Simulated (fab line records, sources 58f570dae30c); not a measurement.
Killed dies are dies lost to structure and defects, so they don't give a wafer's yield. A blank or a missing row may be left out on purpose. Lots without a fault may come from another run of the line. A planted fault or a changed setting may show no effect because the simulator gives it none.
One fault seen from 2 desks | flow berkeley_cmos170 | each desk has only its own numbers; what lay behind them comes last

THE TOOL OWNER'S DESK: krf_scanner-01
The tool's own readings at UCB170_M3_EXPOSE_12 (exposes mask METAL3, target cd 700 nm): means of the sampled wafers that have a number, for each lot that ran on this tool. A lot is out of limits, marked OUT, if its mean lies more than 4 standard deviations from the usual mean; the brackets give that distance.
Columns: A = exposure_dose_mJ_cm2 at UCB170_M3_EXPOSE_12, usual 25.999
lot  | first seen here | A
L784 | day 7 21:33     | 25.993
L785 | day 7 23:06     | 25.979
L787 | day 8 08:50     | 25.549 (-19) OUT
L803 | day 11 21:42    | 25.985
This desk's finding: out of limits on L787; first on L787, day 8 08:50 (exposure_dose_mJ_cm2 at UCB170_M3_EXPOSE_12). In limits: L784, L785, L803.

THE METROLOGY DESK
What the gauges read, lot by lot, whatever tool the lot ran on: means of the sampled wafers that have a number. A lot is out of limits, marked OUT, if its mean lies more than 4 standard deviations from the usual mean; the brackets give that distance.
Columns: A = M2_OVL at UCB170_M2_OVL_MEAS_16, usual 1 nm; B = V2_TEOS_THK at UCB170_V2_THK_MEAS_01, usual 1995 nm; C = cd_nm at UCB170_M3_CD_MEAS_15, usual 699.7 nm
lot  | first seen here | A  | B    | C
L784 | day 7 15:46     | -5 | 1974 | 700.3
L785 | day 7 16:35     | -3 | 2008 | 701.1
L787 | day 8 03:11     | -9 | 2019 | 693.2 (-5.9) OUT
L791 | day 8 19:57     | 13 | 1986 | 698.9
L798 | day 10 04:02    | 5  | 1983 | 700.9
L799 | day 10 12:46    | 6  | 1993 | 699.3
L801 | day 10 13:03    | -4 | 1986 | 698.4
L802 | day 10 13:16    | -2 | 1969 | 699.5
L804 | day 11 00:04    | 3  | 2002 | 698.8
L806 | day 11 16:05    | 0  | 2009 | 700.7
L805 | day 11 16:19    | 7  | 1984 | 700.5
L803 | day 11 16:36    | -3 | 1987 | 699.6
L807 | day 11 19:30    | 1  | 2002 | 698.3
This desk's finding: out of limits on L787; first on L787, day 8 09:13 (cd_nm at UCB170_M3_CD_MEAS_15). In limits: L784, L785, L791, L798, L799, L801, L802, L804, L806, L805, L803, L807.

PUT TOGETHER
The tool owner's desk could have raised an alarm at day 8 08:50, on L787.
The metrology desk could have raised an alarm at day 8 09:13, on L787.
Of the lots named, all ran UCB170_M3_EXPOSE_12 on krf_scanner-01.

WHAT THE SIMULATOR HAD PUT IN
Process parameter drift: krf_scanner-01, from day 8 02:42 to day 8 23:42, at UCB170_M3_EXPOSE_12. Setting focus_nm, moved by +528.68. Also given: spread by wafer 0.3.
Lots struck among those shown: L787.
Hours from the fault's start to each desk's first reading out of limits: the tool owner's desk, 6; the metrology desk, 7.
